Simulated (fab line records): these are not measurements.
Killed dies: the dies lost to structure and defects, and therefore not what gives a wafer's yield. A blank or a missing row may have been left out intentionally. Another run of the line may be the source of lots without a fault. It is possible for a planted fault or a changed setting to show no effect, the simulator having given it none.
2 desks, one fault :: flow ritCmos :: every desk sees just its own numbers, and what lay behind them comes last

THE METROLOGY DESK
Lot by lot, what the gauges showed, no matter which tool ran the lot: averages of those sampled wafers that carry a number. Any lot whose mean is over 4 standard deviations away from the usual mean is out of limits and marked OUT; that distance is given in the brackets.
Columns: A = PLDD_TW at RIT_PLDD_TW_MEAS_10, usual 2344; B = PLDD_RS at RIT_SDANNEAL_RS_MEAS_06, usual 179.7 ohm/sq
lot: L275
first seen here: day 3 01:05
A: 2364
B: 179.8

lot: L276
first seen here: day 3 06:02
A: 2335
B: 178.8

lot: L277
first seen here: day 3 09:20
A: 2369
B: 180.3

lot: L278
first seen here: day 3 15:26
A: 2337
B: 179.4

lot: L279
first seen here: day 3 20:36
A: 2359
B: 180.5

lot: L280
first seen here: day 4 01:37
A: 2345
B: 179.9

lot: L281
first seen here: day 4 05:55
A: 2363
B: 178.9

lot: L282
first seen here: day 4 11:57
A: 2349
B: 179.9

lot: L283
first seen here: day 4 15:57
A: 2316
B: 187.5 (+15) OUT

lot: L285
first seen here: day 5 02:02
A: 2291 (-4.1) OUT
B: 187.3 (+15) OUT

lot: L291
first seen here: day 6 10:31
A: 2332
B: 179.6

lot: L293
first seen here: day 6 18:02
A: 2334
B: 180.1

lot: L294
first seen here: day 6 23:55
A: 2331
B: 179.5

lot: L297
first seen here: day 7 15:54
A: 2346
B: 178.9
This desk reports L283, L285 out of limits; the earliest was L283 at day 4 22:17 (PLDD_RS at RIT_SDANNEAL_RS_MEAS_06). L275, L276, L277, L278, L279, L280, L281, L282, L291, L293, L294, L297 stayed within limits.

TOOL OWNER'S DESK, implanter-03
For each lot that ran on this tool, the mean over its sampled wafers that have a number, from the tool's own readings at RIT_PLDD_IMPLANT_08. Any lot whose mean is over 4 standard deviations away from the usual mean is out of limits and marked OUT; that distance is given in the brackets.
Columns: A = doseIonsCm2 at RIT_PLDD_IMPLANT_08, usual 8.998e+14; B = faradayCurrentUA at RIT_PLDD_IMPLANT_08, usual 2822
lot: L275
first seen here: day 3 00:47
A: 8.987e+14
B: 2799

lot: L276
first seen here: day 3 05:44
A: 8.991e+14
B: 2874

lot: L279
first seen here: day 3 20:17
A: 8.990e+14
B: 2829

lot: L280
first seen here: day 4 01:19
A: 8.997e+14
B: 2778

lot: L283
first seen here: day 4 15:38
A: 8.310e+14 (-63) OUT
B: 2591 (-4.3) OUT

lot: L285
first seen here: day 5 01:44
A: 8.303e+14 (-63) OUT
B: 2560 (-4.8) OUT
This desk finds L283, L285 out of limits, L283 being first, at day 4 15:38 (doseIonsCm2 at RIT_PLDD_IMPLANT_08). L275, L276, L279, L280 stayed within limits.

ALL TOGETHER
An alarm could have come from the tool owner's desk at day 4 15:38, on L283, L285.
An alarm was possible from the metrology desk at day 4 22:17, on L283, L285.
Every lot named ran RIT_PLDD_IMPLANT_08 on implanter-03.

WHAT THE SIMULATOR HAD INSERTED
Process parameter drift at RIT_PLDD_IMPLANT_08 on implanter-03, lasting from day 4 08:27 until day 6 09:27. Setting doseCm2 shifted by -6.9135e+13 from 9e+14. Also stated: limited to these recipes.
Shown lots that were struck: L283, L285.
Fault start to first reading out of limits, in hours, per desk: tool owner, 7; metrology, 14.
